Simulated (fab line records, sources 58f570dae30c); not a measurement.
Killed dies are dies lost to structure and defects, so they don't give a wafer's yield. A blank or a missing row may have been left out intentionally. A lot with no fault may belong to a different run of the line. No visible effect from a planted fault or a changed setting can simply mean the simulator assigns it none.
Split-lot study + flow berkeley cmos170 + on a route of 331 steps: 5 lots, 27 wafers read

## ABOUT THE SPLIT
At UCB170_SCREENOX_OXIDATION_01 (target thk 14.4 nm, ox time 2400 s), the setting ox time s was moved away from the recipe's 2400 s on 18 of the 27 wafers read, by +24.2% to +39.1%. For the rest of the wafers, this setting stayed at what the recipe calls for.

Between the split and the reading, the file records no step.

## THE READING
At UCB170_SCREENOX_THK_MEAS_02: SCREENOX_OXIDE_THK, given in nm. A value of 14.17 nm with a standard deviation of 0.22 nm is what fault-free wafers of this fab line usually give.

| wafer  | tool, chamber at the split | ox time s as run, s | against the recipe | SCREENOX_OXIDE_THK, nm | against lot-mates on the recipe |
|--------|----------------------------|---------------------|--------------------|------------------------|---------------------------------|
| L074.1 | -, -                       | 2400                | recipe             | 13.99                  | -                               |
| L074.2 | -, -                       | 2400                | recipe             | 13.94                  | -                               |
| L074.3 | -, -                       | 2400                | recipe             | 14.13                  | -                               |
| L074.4 | -, -                       | 2400                | recipe             | 14.09                  | -                               |
| L074.5 | -, -                       | 2400                | recipe             | 14.07                  | -                               |
| L074.6 | -, -                       | 2400                | recipe             | 13.96                  | -                               |
| L076.1 | -, -                       | 2980                | +24.2%             | 16.35                  | no lot-mate on the recipe       |
| L076.2 | -, -                       | 2980                | +24.2%             | 16.62                  | no lot-mate on the recipe       |
| L076.3 | -, -                       | 2980                | +24.2%             | 16.71                  | no lot-mate on the recipe       |
| L076.4 | -, -                       | 2980                | +24.2%             | 16.69                  | no lot-mate on the recipe       |
| L076.5 | -, -                       | 2980                | +24.2%             | 16.34                  | no lot-mate on the recipe       |
| L076.6 | -, -                       | 2980                | +24.2%             | 16.40                  | no lot-mate on the recipe       |
| L077.1 | -, -                       | 3110                | +29.6%             | 16.69                  | no lot-mate on the recipe       |
| L077.2 | -, -                       | 3110                | +29.6%             | 16.88                  | no lot-mate on the recipe       |
| L077.3 | -, -                       | 3110                | +29.6%             | 16.96                  | no lot-mate on the recipe       |
| L077.4 | -, -                       | 3110                | +29.6%             | 16.91                  | no lot-mate on the recipe       |
| L077.5 | -, -                       | 3110                | +29.6%             | 16.88                  | no lot-mate on the recipe       |
| L077.6 | -, -                       | 3110                | +29.6%             | 16.88                  | no lot-mate on the recipe       |
| L078.2 | furnace-01, 0              | 2400                | recipe             | 14.15                  | -                               |
| L078.3 | furnace-01, 0              | 2400                | recipe             | 14.59                  | -                               |
| L078.5 | furnace-01, 0              | 2400                | recipe             | 14.31                  | -                               |
| L080.1 | -, -                       | 3338                | +39.1%             | 17.91                  | no lot-mate on the recipe       |
| L080.2 | -, -                       | 3338                | +39.1%             | 18.05                  | no lot-mate on the recipe       |
| L080.3 | -, -                       | 3338                | +39.1%             | 17.83                  | no lot-mate on the recipe       |
| L080.4 | -, -                       | 3338                | +39.1%             | 18.18                  | no lot-mate on the recipe       |
| L080.5 | -, -                       | 3338                | +39.1%             | 17.67                  | no lot-mate on the recipe       |
| L080.6 | -, -                       | 3338                | +39.1%             | 18.01                  | no lot-mate on the recipe       |

THE FIT
A straight line over all 27 wafers: SCREENOX_OXIDE_THK changes by +0.0962 nm for each +1% of ox time s; r = +0.99; the points scatter about the line by 0.18 nm.
Too few moved wafers have a lot-mate on the recipe to fit a line with each lot's own level taken away.

## THE WHOLE CHAIN: every reading that the file lists as answering this split, in the file's order
| step                         | what it does                       | reading                                                                               | change (the file's fit)               | r (the file's) |
|------------------------------|------------------------------------|---------------------------------------------------------------------------------------|---------------------------------------|----------------|
| UCB170_SCREENOX_OXIDATION_01 | target thk 14.4 nm, ox time 2400 s | SiO2_of_SCREENOX_OXIDATION_01.thk nm (the simulator's own value, which no gauge read) | +0.096 nm for each +1% of the setting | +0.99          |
| UCB170_SCREENOX_THK_MEAS_02  |                                    | SCREENOX_OXIDE_THK                                                                    | +0.0962 for each +1% of the setting   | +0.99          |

## FILE'S OWN FIT
SCREENOX_OXIDE_THK changes by +0.0962 nm for each +1% of ox time s, r = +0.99.
